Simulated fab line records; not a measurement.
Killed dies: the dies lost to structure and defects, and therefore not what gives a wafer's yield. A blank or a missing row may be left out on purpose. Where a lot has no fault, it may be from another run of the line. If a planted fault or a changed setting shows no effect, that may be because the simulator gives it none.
Comparing a struck lot with a sound one -- flow berkeley-cmos170 -- 15 steps out of a route of 331
Sound: these wafers, L541.2, L541.3, L541.4. Wafers L555.2, L555.3, L555.5 were the ones struck. Last of all comes the cause.
At each step with rows: each side's tool, then ch and its chambers, then its first start. Under that, the readings that differ: sound wafers -- struck wafers -- difference of the means -- sigmas: that difference in standard deviations of wafers without a fault.
alike: readings whose means differ by less than 2 such deviations, and words and numbers that are the same on both sides. not compared: withheld readings, readings that some wafer has no value for, bounds like >300 that may hide the same value, and numbers for which the record gives no deviation and whose values overlap.
A row with sigmas, a row that says differs or no value, or rows on one side alone: a step with any of these is where the two part. Numbers that have no deviation but don't overlap get no sigmas and don't part them. A reading that every wafer of one side lacks parts them only if that side has two wafers or more.

first, 2 steps without rows for these wafers: UCB170_M3_COAT_05 (resist thk 900 nm); UCB170_M3_SOFTBAKE_06 (time 60 s).
UCB170_M3_STRIP_07: strips in O2.
  sound on plasma-asher-03 ch 0,1, day 10 10:58; struck on plasma-asher-01 ch 1, day 12 18:34
  alike: drypump-motor-current-A, oes-product-au, strip-time-to-endpoint-s
  not compared: rf-hours-counter-h
then, 7 steps without rows for these wafers: UCB170_M3_STRIP_08 (strips KrF in DMSO, time 600 s); UCB170_M3_COAT_09; UCB170_M3_COAT_10 (resist thk 900 nm); UCB170_M3_SOFTBAKE_11 (time 60 s); UCB170_M3_EXPOSE_12 (exposes mask METAL3, target cd 700 nm); UCB170_M3_PEB_13; UCB170_M3_DEVELOP_14 (develop time 45 s).
UCB170_M3_CD_MEAS_15: the cd target is 700 nm.
  sound: cd-sem-01 at day 10 13:05; struck: cd-sem-02 at day 12 20:50
  alike: cd-nm
UCB170_M3_OVL_MEAS_16:
  sound: overlay-02 at day 10 13:11; struck: overlay-02 at day 12 20:56
  alike: M3_OVL
UCB170_M3_ETCH_17: etches BARC in N2/H2.
  sound on rie-diel-02 ch 0,1,3, day 10 13:13; struck on rie-diel-01 ch 0,2,3, day 12 20:58
reading,sound,struck,difference,sigmas
oes-product-au (a.u.),1.003 0.981 0.986,1.204 1.231 1.180,+0.215,+11
  alike: drypump-motor-current-A, throttle-valve-pct
UCB170_M3_METAL_ETCH_18: etches Al in Cl2/BCl3, stops on SiO2, target depth 1170 nm, time 195 s.
  sound on rie-metal-04 ch 1, day 10 13:20; struck on rie-metal-03 ch 0,1, day 12 21:01
  alike: drypump-motor-current-A, oes-product-au, throttle-valve-pct
  not compared: rf-hours-counter-h
UCB170_M3_PROBE_99:
  record: rows for the struck wafers here (prober-01, day 12 21:35), none for the sound ones

## WHERE THEY PART
Last at UCB170_M3_PROBE_99 as far as this record goes, first at UCB170_M3_ETCH_17.

WHY: what the simulator had put in
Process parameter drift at UCB170_M3_ETCH_17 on rie-diel-01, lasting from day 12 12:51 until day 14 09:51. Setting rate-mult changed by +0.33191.
